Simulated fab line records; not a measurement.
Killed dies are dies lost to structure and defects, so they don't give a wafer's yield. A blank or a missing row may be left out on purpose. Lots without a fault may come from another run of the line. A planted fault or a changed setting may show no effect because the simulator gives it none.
fab line records || flow rit-cmos
record {"lots": 14, "wafers": 42, "last-day": 7}
route steps=202 shown REOX@101
lots that met no fault: taken from a fault-free run of the same line
start-h: start of the lot's first displayed wafer, in hours after the record's first day || wait-h: hours from the lot's prior step to this one || " as in the row above || L1.1+2: one row covering several wafers at once || - either no value or no given start || * or withheld: withheld || < > ~ a bound
route shown NAME@n: a module of which the file shows steps, and the number in the route of the first || usual: mean/standard deviation of fault-free wafers || same: alike in all rows || chamber/n: place in a boat || sites: readings site by site || _std_site: their standard deviation || _edge_site: the outer-site mean with the inner-site mean subtracted || radius-mm: for every site, how far away it sits from the centre of the wafer || mask NAME#n: copy n || behind: tool/chamber where the wafer was last shaped || hold: cause of the lot's hold/its duration in hours/its outcome || device: the transistor (n, p or np) that didn't switch || end of line: the same wafers' tests at the end of the route || a step with no rows: only its recipe || killed: not the wafer's yield, but the dies lost to structure and defects at the first sort || map: shows each die of a wafer: x if killed, . if not, _ if none is there
set.NAME: setting as actually run; set.NAME@STEP: the setting as run at that earlier step || model.NAME: the simulator's own value behind a step, which no gauge read
one table for each step of the route and one row for each wafer, over a sample of lots
services: from which hour (start-h, from the record's first day; less than 0 if before it) a tool's chamber was out of use, for how many hours, and why
## steps
# step RIT_REOX_OXIDATION_03
# recipe {"temp-c": 900, "ambient": "O2", "target-thk-a": 252, "ox-time-s": 5580}
# usual {"spike-tc-centre-C": "901.5/1.5", "spike-tc-load-C": "924/5.5", "spike-tc-source-C": "924.3/1.9", "tube-center-temp-C": "900.01/0.08", "tube_center_temp_C_max": "902.3/0.33", "zone-power-source-pct": "27.8/1.9"}
{"lot.wafer": "L915.2", "tool": "furnace-02", "chamber": 0, "start-h": 38.43, "wait-h": 0.3, "spike-tc-centre-C": 898.2, "spike-tc-load-C": 923, "spike-tc-source-C": 925.9, "tube-center-temp-C": 900.1, "tube_center_temp_C_max": 902.8, "zone-power-source-pct": 27.8}
{"lot.wafer": "L915.3", "tool": "furnace-02", "chamber": 0, "start-h": 38.43, "wait-h": 0.3, "spike-tc-centre-C": 899.4, "spike-tc-load-C": 923, "spike-tc-source-C": 927.7, "tube-center-temp-C": 900.05, "tube_center_temp_C_max": 902.6, "zone-power-source-pct": 27.5}
{"lot.wafer": "L915.5", "tool": "furnace-02", "chamber": 0, "start-h": 38.43, "wait-h": 0.3, "spike-tc-centre-C": 900.5, "spike-tc-load-C": 923, "spike-tc-source-C": 927.0, "tube-center-temp-C": 899.93, "tube_center_temp_C_max": 901.8, "zone-power-source-pct": 27.5}
{"lot.wafer": "L916.4", "tool": "furnace-01", "chamber": 0, "start-h": 47.23, "wait-h": 0.0, "spike-tc-centre-C": 902.5, "spike-tc-load-C": 931, "spike-tc-source-C": 922.7, "tube-center-temp-C": 900, "tube_center_temp_C_max": 902.5, "zone-power-source-pct": 25.4}
{"lot.wafer": "L916.5", "tool": "furnace-01", "chamber": 0, "start-h": 47.23, "wait-h": 0.0, "spike-tc-centre-C": 900.6, "spike-tc-load-C": 932, "spike-tc-source-C": 922.1, "tube-center-temp-C": 899.94, "tube_center_temp_C_max": 903.2, "zone-power-source-pct": 25.5}
{"lot.wafer": "L916.6", "tool": "furnace-01", "chamber": 0, "start-h": 47.23, "wait-h": 0.0, "spike-tc-centre-C": 901.8, "spike-tc-load-C": 932, "spike-tc-source-C": 921.7, "tube-center-temp-C": 900.04, "tube_center_temp_C_max": 902.3, "zone-power-source-pct": 25.1}
{"lot.wafer": "L917.2", "tool": "furnace-04", "chamber": 0, "start-h": 53.36, "wait-h": 0.4, "spike-tc-centre-C": 902.4, "spike-tc-load-C": 920, "spike-tc-source-C": 921.7, "tube-center-temp-C": 900.07, "tube_center_temp_C_max": 901.8, "zone-power-source-pct": 30.7}
{"lot.wafer": "L917.5", "tool": "furnace-04", "chamber": 0, "start-h": 53.36, "wait-h": 0.4, "spike-tc-centre-C": 903.1, "spike-tc-load-C": 921, "spike-tc-source-C": 923.7, "tube-center-temp-C": 899.98, "tube_center_temp_C_max": 902.0, "zone-power-source-pct": 30.6}
{"lot.wafer": "L917.6", "tool": "furnace-04", "chamber": 0, "start-h": 53.36, "wait-h": 0.4, "spike-tc-centre-C": 904.1, "spike-tc-load-C": 919, "spike-tc-source-C": 923.8, "tube-center-temp-C": 900, "tube_center_temp_C_max": 902.9, "zone-power-source-pct": 30.3}
{"lot.wafer": "L918.1", "tool": "furnace-04", "chamber": 0, "start-h": 53.36, "wait-h": 0.0, "spike-tc-centre-C": 902.9, "spike-tc-load-C": 919, "spike-tc-source-C": 924.0, "tube-center-temp-C": 900.16, "tube_center_temp_C_max": 902.7, "zone-power-source-pct": 30.5}
{"lot.wafer": "L918.4", "tool": "furnace-04", "chamber": 0, "start-h": 53.36, "wait-h": 0.0, "spike-tc-centre-C": 903.1, "spike-tc-load-C": 919, "spike-tc-source-C": 923.6, "tube-center-temp-C": 899.92, "tube_center_temp_C_max": 902.1, "zone-power-source-pct": 30.0}
{"lot.wafer": "L918.5", "tool": "furnace-04", "chamber": 0, "start-h": 53.36, "wait-h": 0.0, "spike-tc-centre-C": 900.8, "spike-tc-load-C": 920, "spike-tc-source-C": 924.9, "tube-center-temp-C": 899.87, "tube_center_temp_C_max": 902.1, "zone-power-source-pct": 30.7}
{"lot.wafer": "L921.2", "tool": "furnace-04", "chamber": 0, "start-h": 67.83, "wait-h": 1.1, "spike-tc-centre-C": 903.9, "spike-tc-load-C": 921, "spike-tc-source-C": 921.6, "tube-center-temp-C": 899.95, "tube_center_temp_C_max": 902.4, "zone-power-source-pct": 30.5}
{"lot.wafer": "L921.4", "tool": "furnace-04", "chamber": 0, "start-h": 67.83, "wait-h": 1.1, "spike-tc-centre-C": 905.3, "spike-tc-load-C": 921, "spike-tc-source-C": 924.0, "tube-center-temp-C": 899.96, "tube_center_temp_C_max": 901.9, "zone-power-source-pct": 30.6}
{"lot.wafer": "L921.6", "tool": "furnace-04", "chamber": 0, "start-h": 67.83, "wait-h": 1.1, "spike-tc-centre-C": 902.9, "spike-tc-load-C": 920, "spike-tc-source-C": 925.1, "tube-center-temp-C": 900.04, "tube_center_temp_C_max": 902.3, "zone-power-source-pct": 29.8}
{"lot.wafer": "L922.1", "tool": "furnace-04", "chamber": 0, "start-h": 73.29, "wait-h": 0.0, "spike-tc-centre-C": 904.6, "spike-tc-load-C": 919, "spike-tc-source-C": 924.7, "tube-center-temp-C": 899.95, "tube_center_temp_C_max": 902.2, "zone-power-source-pct": 30.8}
{"lot.wafer": "L922.3", "tool": "furnace-04", "chamber": 0, "start-h": 73.29, "wait-h": 0.0, "spike-tc-centre-C": 902.7, "spike-tc-load-C": 919, "spike-tc-source-C": 923.4, "tube-center-temp-C": 899.92, "tube_center_temp_C_max": 902.6, "zone-power-source-pct": 30.5}
{"lot.wafer": "L922.6", "tool": "furnace-04", "chamber": 0, "start-h": 73.29, "wait-h": 0.0, "spike-tc-centre-C": 902.5, "spike-tc-load-C": 919, "spike-tc-source-C": 925.2, "tube-center-temp-C": 900.08, "tube_center_temp_C_max": 902.1, "zone-power-source-pct": 30.1}
{"lot.wafer": "L923.2", "tool": "furnace-02", "chamber": 0, "start-h": 79.15, "wait-h": 0.0, "spike-tc-centre-C": 900.9, "spike-tc-load-C": 922, "spike-tc-source-C": 926.6, "tube-center-temp-C": 900.04, "tube_center_temp_C_max": 902.9, "zone-power-source-pct": 27.2}
{"lot.wafer": "L923.3", "tool": "furnace-02", "chamber": 0, "start-h": 79.15, "wait-h": 0.0, "spike-tc-centre-C": 901.3, "spike-tc-load-C": 922, "spike-tc-source-C": 926.5, "tube-center-temp-C": 900.13, "tube_center_temp_C_max": 903.1, "zone-power-source-pct": 27.4}
{"lot.wafer": "L923.4", "tool": "furnace-02", "chamber": 0, "start-h": 79.15, "wait-h": 0.0, "spike-tc-centre-C": 901.5, "spike-tc-load-C": 924, "spike-tc-source-C": 926.0, "tube-center-temp-C": 899.94, "tube_center_temp_C_max": 902.3, "zone-power-source-pct": 27.8}
{"lot.wafer": "L925.1", "tool": "furnace-02", "chamber": 0, "start-h": 89.41, "wait-h": 0.4, "spike-tc-centre-C": 900.9, "spike-tc-load-C": 923, "spike-tc-source-C": 927.1, "tube-center-temp-C": 899.97, "tube_center_temp_C_max": 902.3, "zone-power-source-pct": 27.4}
{"lot.wafer": "L925.3", "tool": "furnace-02", "chamber": 0, "start-h": 89.41, "wait-h": 0.4, "spike-tc-centre-C": 900.0, "spike-tc-load-C": 922, "spike-tc-source-C": 925.5, "tube-center-temp-C": 900.15, "tube_center_temp_C_max": 902.7, "zone-power-source-pct": 27.3}
{"lot.wafer": "L925.4", "tool": "furnace-02", "chamber": 0, "start-h": 89.41, "wait-h": 0.4, "spike-tc-centre-C": 900.3, "spike-tc-load-C": 924, "spike-tc-source-C": 926.4, "tube-center-temp-C": 899.99, "tube_center_temp_C_max": 902.7, "zone-power-source-pct": 27.1}
{"lot.wafer": "L928.1", "tool": "furnace-01", "chamber": 0, "start-h": 103.37, "wait-h": 0.3, "spike-tc-centre-C": 901.2, "spike-tc-load-C": 933, "spike-tc-source-C": 921.0, "tube-center-temp-C": 899.97, "tube_center_temp_C_max": 901.9, "zone-power-source-pct": 25.3}
{"lot.wafer": "L928.3", "tool": "furnace-01", "chamber": 0, "start-h": 103.37, "wait-h": 0.3, "spike-tc-centre-C": 902.9, "spike-tc-load-C": 934, "spike-tc-source-C": 920.8, "tube-center-temp-C": 900.12, "tube_center_temp_C_max": 902.4, "zone-power-source-pct": 25.0}
{"lot.wafer": "L928.6", "tool": "furnace-01", "chamber": 0, "start-h": 103.37, "wait-h": 0.3, "spike-tc-centre-C": 900.3, "spike-tc-load-C": 932, "spike-tc-source-C": 922.7, "tube-center-temp-C": 900.16, "tube_center_temp_C_max": 902.2, "zone-power-source-pct": 25.8}
{"lot.wafer": "L932.1", "tool": "furnace-01", "chamber": 0, "start-h": 123.67, "wait-h": 0.0, "spike-tc-centre-C": 915.0, "spike-tc-load-C": 950, "spike-tc-source-C": 935.1, "tube-center-temp-C": 915, "tube_center_temp_C_max": 917.5, "zone-power-source-pct": 26.6}
{"lot.wafer": "L932.5", "tool": "furnace-01", "chamber": 0, "start-h": 123.67, "wait-h": 0.0, "spike-tc-centre-C": 916.2, "spike-tc-load-C": 949, "spike-tc-source-C": 936.7, "tube-center-temp-C": 914.88, "tube_center_temp_C_max": 917.1, "zone-power-source-pct": 26.4}
{"lot.wafer": "L932.6", "tool": "furnace-01", "chamber": 0, "start-h": 123.67, "wait-h": 0.0, "spike-tc-centre-C": 914.2, "spike-tc-load-C": 949, "spike-tc-source-C": 937.4, "tube-center-temp-C": 915.04, "tube_center_temp_C_max": 917.5, "zone-power-source-pct": 26.4}
{"lot.wafer": "L933.1", "tool": "furnace-01", "chamber": 0, "start-h": 127.14, "wait-h": 0.0, "spike-tc-centre-C": 916.8, "spike-tc-load-C": 947, "spike-tc-source-C": 937.7, "tube-center-temp-C": 914.95, "tube_center_temp_C_max": 917.1, "zone-power-source-pct": 26.4}
{"lot.wafer": "L933.2", "tool": "furnace-01", "chamber": 0, "start-h": 127.14, "wait-h": 0.0, "spike-tc-centre-C": 915.8, "spike-tc-load-C": 948, "spike-tc-source-C": 938.6, "tube-center-temp-C": 915.12, "tube_center_temp_C_max": 917.4, "zone-power-source-pct": 26.4}
{"lot.wafer": "L933.6", "tool": "furnace-01", "chamber": 0, "start-h": 127.14, "wait-h": 0.0, "spike-tc-centre-C": 917.8, "spike-tc-load-C": 949, "spike-tc-source-C": 937.2, "tube-center-temp-C": 915.17, "tube_center_temp_C_max": 917.4, "zone-power-source-pct": 25.9}
{"lot.wafer": "L934.2", "tool": "furnace-02", "chamber": 0, "start-h": 135.71, "wait-h": 0.0, "spike-tc-centre-C": 899.7, "spike-tc-load-C": 924, "spike-tc-source-C": 927.2, "tube-center-temp-C": 899.9, "tube_center_temp_C_max": 901.9, "zone-power-source-pct": 27.5}
{"lot.wafer": "L934.3", "tool": "furnace-02", "chamber": 0, "start-h": 135.71, "wait-h": 0.0, "spike-tc-centre-C": 900.3, "spike-tc-load-C": 923, "spike-tc-source-C": 928.3, "tube-center-temp-C": 899.97, "tube_center_temp_C_max": 902.2, "zone-power-source-pct": 27.7}
{"lot.wafer": "L934.6", "tool": "furnace-02", "chamber": 0, "start-h": 135.71, "wait-h": 0.0, "spike-tc-centre-C": 901.9, "spike-tc-load-C": 925, "spike-tc-source-C": 927.7, "tube-center-temp-C": 900.07, "tube_center_temp_C_max": 902.3, "zone-power-source-pct": 27.6}
{"lot.wafer": "L935.2", "tool": "furnace-04", "chamber": 0, "start-h": 139.19, "wait-h": 1.1, "spike-tc-centre-C": 902.3, "spike-tc-load-C": 920, "spike-tc-source-C": 924.3, "tube-center-temp-C": 899.98, "tube_center_temp_C_max": 902.3, "zone-power-source-pct": 30.1}
{"lot.wafer": "L935.4", "tool": "furnace-04", "chamber": 0, "start-h": 139.19, "wait-h": 1.1, "spike-tc-centre-C": 903.0, "spike-tc-load-C": 920, "spike-tc-source-C": 923.0, "tube-center-temp-C": 900.07, "tube_center_temp_C_max": 902.2, "zone-power-source-pct": 30.4}
{"lot.wafer": "L935.5", "tool": "furnace-04", "chamber": 0, "start-h": 139.19, "wait-h": 1.1, "spike-tc-centre-C": 903.9, "spike-tc-load-C": 922, "spike-tc-source-C": 922.9, "tube-center-temp-C": 899.87, "tube_center_temp_C_max": 902.0, "zone-power-source-pct": 30.3}
{"lot.wafer": "L936.1", "tool": "furnace-02", "chamber": 0, "start-h": 143.70, "wait-h": 0.0, "spike-tc-centre-C": 900.2, "spike-tc-load-C": 921, "spike-tc-source-C": 924.7, "tube-center-temp-C": 899.95, "tube_center_temp_C_max": 902.5, "zone-power-source-pct": 27.6}
{"lot.wafer": "L936.2", "tool": "furnace-02", "chamber": 0, "start-h": 143.70, "wait-h": 0.0, "spike-tc-centre-C": 902.7, "spike-tc-load-C": 922, "spike-tc-source-C": 925.9, "tube-center-temp-C": 900.03, "tube_center_temp_C_max": 901.9, "zone-power-source-pct": 27.7}
{"lot.wafer": "L936.4", "tool": "furnace-02", "chamber": 0, "start-h": 143.70, "wait-h": 0.0, "spike-tc-centre-C": 900.4, "spike-tc-load-C": 923, "spike-tc-source-C": 926.9, "tube-center-temp-C": 900.07, "tube_center_temp_C_max": 902.3, "zone-power-source-pct": 27.2}
# step RIT_REOX_THK_MEAS_04
# recipe {"reads": "SiO2_of_REOX_OXIDATION_03"}
# usual {"REOX_OXIDE_THK": "25.1/0.34"}
{"lot.wafer": "L915.2", "tool": "film-metro-01", "chamber": "-", "start-h": 40.99, "wait-h": 0.0, "REOX_OXIDE_THK[nm]": 24.8}
{"lot.wafer": "L915.3", "tool": "film-metro-01", "chamber": "-", "start-h": 40.99, "wait-h": 0.0, "REOX_OXIDE_THK[nm]": 24.8}
{"lot.wafer": "L915.5", "tool": "film-metro-01", "chamber": "-", "start-h": 40.99, "wait-h": 0.0, "REOX_OXIDE_THK[nm]": 25.2}
{"lot.wafer": "L916.4", "tool": "film-metro-04", "chamber": "-", "start-h": 49.81, "wait-h": 0.0, "REOX_OXIDE_THK[nm]": 24.5}
{"lot.wafer": "L916.5", "tool": "film-metro-04", "chamber": "-", "start-h": 49.81, "wait-h": 0.0, "REOX_OXIDE_THK[nm]": 24.8}
{"lot.wafer": "L916.6", "tool": "film-metro-04", "chamber": "-", "start-h": 49.81, "wait-h": 0.0, "REOX_OXIDE_THK[nm]": 24.7}
{"lot.wafer": "L918.1", "tool": "film-metro-01", "chamber": "-", "start-h": 55.91, "wait-h": 0.0, "REOX_OXIDE_THK[nm]": 24.9}
{"lot.wafer": "L918.4", "tool": "film-metro-01", "chamber": "-", "start-h": 55.91, "wait-h": 0.0, "REOX_OXIDE_THK[nm]": 25.4}
{"lot.wafer": "L918.5", "tool": "film-metro-01", "chamber": "-", "start-h": 55.91, "wait-h": 0.0, "REOX_OXIDE_THK[nm]": 25.1}
{"lot.wafer": "L917.2", "tool": "film-metro-04", "chamber": "-", "start-h": 55.92, "wait-h": 0.0, "REOX_OXIDE_THK[nm]": 25.2}
{"lot.wafer": "L917.5", "tool": "film-metro-04", "chamber": "-", "start-h": 55.92, "wait-h": 0.0, "REOX_OXIDE_THK[nm]": 25.5}
{"lot.wafer": "L917.6", "tool": "film-metro-04", "chamber": "-", "start-h": 55.92, "wait-h": 0.0, "REOX_OXIDE_THK[nm]": 25.0}
{"lot.wafer": "L921.2", "tool": "film-metro-02", "chamber": "-", "start-h": 70.39, "wait-h": 0.0, "REOX_OXIDE_THK[nm]": 25.8}
{"lot.wafer": "L921.4", "tool": "film-metro-02", "chamber": "-", "start-h": 70.39, "wait-h": 0.0, "REOX_OXIDE_THK[nm]": 25.1}
{"lot.wafer": "L921.6", "tool": "film-metro-02", "chamber": "-", "start-h": 70.39, "wait-h": 0.0, "REOX_OXIDE_THK[nm]": 25.1}
{"lot.wafer": "L922.1", "tool": "film-metro-02", "chamber": "-", "start-h": 75.84, "wait-h": 0.0, "REOX_OXIDE_THK[nm]": 25.8}
{"lot.wafer": "L922.3", "tool": "film-metro-02", "chamber": "-", "start-h": 75.84, "wait-h": 0.0, "REOX_OXIDE_THK[nm]": 25.4}
{"lot.wafer": "L922.6", "tool": "film-metro-02", "chamber": "-", "start-h": 75.84, "wait-h": 0.0, "REOX_OXIDE_THK[nm]": 26.0}
{"lot.wafer": "L923.2", "tool": "film-metro-01", "chamber": "-", "start-h": 81.71, "wait-h": 0.0, "REOX_OXIDE_THK[nm]": 25.4}
{"lot.wafer": "L923.3", "tool": "film-metro-01", "chamber": "-", "start-h": 81.71, "wait-h": 0.0, "REOX_OXIDE_THK[nm]": 25.2}
{"lot.wafer": "L923.4", "tool": "film-metro-01", "chamber": "-", "start-h": 81.71, "wait-h": 0.0, "REOX_OXIDE_THK[nm]": 25.0}
{"lot.wafer": "L925.1", "tool": "film-metro-04", "chamber": "-", "start-h": 91.96, "wait-h": 0.0, "REOX_OXIDE_THK[nm]": 25.4}
{"lot.wafer": "L925.3", "tool": "film-metro-04", "chamber": "-", "start-h": 91.96, "wait-h": 0.0, "REOX_OXIDE_THK[nm]": 24.7}
{"lot.wafer": "L925.4", "tool": "film-metro-04", "chamber": "-", "start-h": 91.96, "wait-h": 0.0, "REOX_OXIDE_THK[nm]": 24.8}
{"lot.wafer": "L928.1", "tool": "film-metro-01", "chamber": "-", "start-h": 105.92, "wait-h": 0.0, "REOX_OXIDE_THK[nm]": 25.4}
{"lot.wafer": "L928.3", "tool": "film-metro-01", "chamber": "-", "start-h": 105.92, "wait-h": 0.0, "REOX_OXIDE_THK[nm]": 25.6}
{"lot.wafer": "L928.6", "tool": "film-metro-01", "chamber": "-", "start-h": 105.92, "wait-h": 0.0, "REOX_OXIDE_THK[nm]": 25.1}
{"lot.wafer": "L932.1", "tool": "film-metro-04", "chamber": "-", "start-h": 126.22, "wait-h": 0.0, "REOX_OXIDE_THK[nm]": 28.8}
{"lot.wafer": "L932.5", "tool": "film-metro-04", "chamber": "-", "start-h": 126.22, "wait-h": 0.0, "REOX_OXIDE_THK[nm]": 29.0}
{"lot.wafer": "L932.6", "tool": "film-metro-04", "chamber": "-", "start-h": 126.22, "wait-h": 0.0, "REOX_OXIDE_THK[nm]": 29.0}
{"lot.wafer": "L933.1", "tool": "film-metro-01", "chamber": "-", "start-h": 129.69, "wait-h": 0.0, "REOX_OXIDE_THK[nm]": 29.3}
{"lot.wafer": "L933.2", "tool": "film-metro-01", "chamber": "-", "start-h": 129.69, "wait-h": 0.0, "REOX_OXIDE_THK[nm]": 29.3}
{"lot.wafer": "L933.6", "tool": "film-metro-01", "chamber": "-", "start-h": 129.69, "wait-h": 0.0, "REOX_OXIDE_THK[nm]": 29.0}
{"lot.wafer": "L934.2", "tool": "film-metro-01", "chamber": "-", "start-h": 138.27, "wait-h": 0.0, "REOX_OXIDE_THK[nm]": 25.7}
{"lot.wafer": "L934.3", "tool": "film-metro-01", "chamber": "-", "start-h": 138.27, "wait-h": 0.0, "REOX_OXIDE_THK[nm]": 25.4}
{"lot.wafer": "L934.6", "tool": "film-metro-01", "chamber": "-", "start-h": 138.27, "wait-h": 0.0, "REOX_OXIDE_THK[nm]": 25.2}
{"lot.wafer": "L935.2", "tool": "film-metro-01", "chamber": "-", "start-h": 141.75, "wait-h": 0.0, "REOX_OXIDE_THK[nm]": 24.7}
{"lot.wafer": "L935.4", "tool": "film-metro-01", "chamber": "-", "start-h": 141.75, "wait-h": 0.0, "REOX_OXIDE_THK[nm]": 25.2}
{"lot.wafer": "L935.5", "tool": "film-metro-01", "chamber": "-", "start-h": 141.75, "wait-h": 0.0, "REOX_OXIDE_THK[nm]": 24.9}
{"lot.wafer": "L936.1", "tool": "film-metro-01", "chamber": "-", "start-h": 146.25, "wait-h": 0.0, "REOX_OXIDE_THK[nm]": 25.0}
{"lot.wafer": "L936.2", "tool": "film-metro-01", "chamber": "-", "start-h": 146.25, "wait-h": 0.0, "REOX_OXIDE_THK[nm]": 25.1}
{"lot.wafer": "L936.4", "tool": "film-metro-01", "chamber": "-", "start-h": 146.25, "wait-h": 0.0, "REOX_OXIDE_THK[nm]": 24.8}
## services
{"tool": "furnace-04", "chamber": "-", "start-h": 16.92, "hours": 9.5, "kind": "pm"}
{"tool": "furnace-01", "chamber": "-", "start-h": 36.99, "hours": 2.8, "kind": "pm"}
{"tool": "furnace-04", "chamber": "-", "start-h": 127.04, "hours": 3.1, "kind": "pm"}
## key
first-sign {"step": "RIT_REOX_OXIDATION_03", "reading": "tube-center-temp-C", "direction": "up", "sigmas": "99+", "usual": "*", "struck": "*"}
effect {"step": "RIT_REOX_OXIDATION_03", "reading": "tube_center_temp_C_max", "direction": "up", "sigmas": 45, "usual": "*", "struck": "*"}
effect {"step": "RIT_REOX_THK_MEAS_04", "reading": "REOX_OXIDE_THK", "direction": "up", "sigmas": 12, "usual": 25.1, "struck": 29.1}
met-at RIT_REOX_OXIDATION_03
struck-lots L932,L933
tester-left-out L932,L933
onset-between 103.37 123.67
fault {"kind": "process-parameter-drift", "tool": "furnace-01", "chamber": "-", "onset-h": 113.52, "steps": "RIT_REOX_OXIDATION_03", "channel": "temp-c", "offset": "*", "shape": "step", "end-h": 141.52, "acts-in": "*", "stated": "*"}
# tester-left-out: of these lots the tester's yield and bins aren't shown, on N5 and GAA mostly nor the transistor test; their killed dies are dies lost to structure and defects alone, not to doping, threshold or leakage, so they don't give the yield
